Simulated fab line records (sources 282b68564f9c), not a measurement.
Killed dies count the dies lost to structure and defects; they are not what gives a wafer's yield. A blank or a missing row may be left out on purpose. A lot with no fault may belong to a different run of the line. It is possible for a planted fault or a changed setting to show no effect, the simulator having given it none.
Lot-split experiment ; flow rit_cmos ; 23 wafers read across 5 lots, on a route 202 steps long

## ON THE SPLIT
At RIT_M1_METAL_ETCH_12 (etches Al in Cl2/BCl3, stops on SiO2, time 165 s, target depth 600 nm), the setting rf_w was moved away from the recipe's 250 W on 6 of the 23 wafers read, by -10.8% to +7.2%. For the rest of the wafers, this setting stayed at what the recipe calls for.

The split's own step is where the reading is taken.

## THE READING
NOVOLAK_of_M1_COAT_04.thk_nm (the simulator's own value, which no gauge read), in nm, at RIT_M1_METAL_ETCH_12 (etches Al in Cl2/BCl3, stops on SiO2, time 165 s, target depth 600 nm). The file does not state a usual value for it. Average 802.0 nm, standard deviation 6.4 nm, over the 17 wafers here run with the recipe.

wafer;tool, chamber at the split;rf_w as run, W;against the recipe;NOVOLAK_of_M1_COAT_04.thk_nm, nm;against lot-mates on the recipe
L074.1;rie_metal-01, 1;250;recipe;809;-
L074.2;rie_metal-01, 0;250;recipe;807.8;-
L074.3;rie_metal-01, 0;250;recipe;808.8;-
L074.5;rie_metal-01, 1;250;recipe;805.8;-
L074.6;rie_metal-01, 0;250;recipe;810.4;-
L075.1;rie_metal-03, 1;250;recipe;794.1;-
L075.2;rie_metal-03, 0;241;-3.6%;819.1;+18.6
L075.4;rie_metal-03, 0;250;recipe;809.7;-
L075.5;rie_metal-03, 1;250;recipe;797.6;-
L075.6;rie_metal-03, 0;241;-3.6%;814.9;+14.4
L076.2;rie_metal-01, 1;222.9;-10.8%;839.3;+37.9
L076.3;rie_metal-01, 0;250;recipe;799.2;-
L076.4;rie_metal-01, 1;250;recipe;803.6;-
L076.5;rie_metal-01, 1;222.9;-10.8%;839.9;+38.5
L076.6;rie_metal-01, 0;250;recipe;801.3;-
L080.1;rie_metal-04, 1;268.1;+7.2%;770.4;-26.4
L080.3;rie_metal-04, 0;250;recipe;799;-
L080.4;rie_metal-04, 1;250;recipe;791.1;-
L080.5;rie_metal-04, 0;250;recipe;800.2;-
L080.6;rie_metal-04, 1;268.1;+7.2%;768.1;-28.7
L081.2;rie_metal-03, 1;250;recipe;788.3;-
L081.3;rie_metal-03, 0;250;recipe;802.6;-
L081.5;rie_metal-03, 0;250;recipe;805.1;-

FIT RESULTS
A straight line over all 23 wafers: NOVOLAK_of_M1_COAT_04.thk_nm changes by -3.85 nm for each +1% of rf_w; r = -0.93; the points scatter about the line by 6.1 nm.
The same after taking each lot's own level away (the mean of its wafers on the recipe; 23 wafers): -3.68 nm for each +1%; r = -0.96; scatter 4.4 nm.
That fit puts the effect of the largest move of rf_w on the reading at 40 nm.
The lots' own levels span 796.77 to 808.36 nm, that is 1.8 times the standard deviation above.
The two slopes agree, so the slope changes little with the lot-to-lot level.
Check: with one of the wafers moved furthest among these (-10.8%) left out of the fit, the line predicts +41 nm for it against its lot-mates. Against them it came out at +37.9 nm.

## OTHER SPLITS APPLIED TO THESE WAFERS
These wafers also went through other splits before the reading. Each is held against what the fit with the lots' levels taken away leaves over:
other split on the same wafers;wafers away from the commonest value;r with NOVOLAK_of_M1_COAT_04.thk_nm (lot level and that fit taken away)
RIT_CONTACT_ETCH_11 rf_w;7;-0.02

## THE FILE'S OWN FIT
NOVOLAK_of_M1_COAT_04.thk_nm changes by -3.68 nm for each +1% of rf_w, r = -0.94.
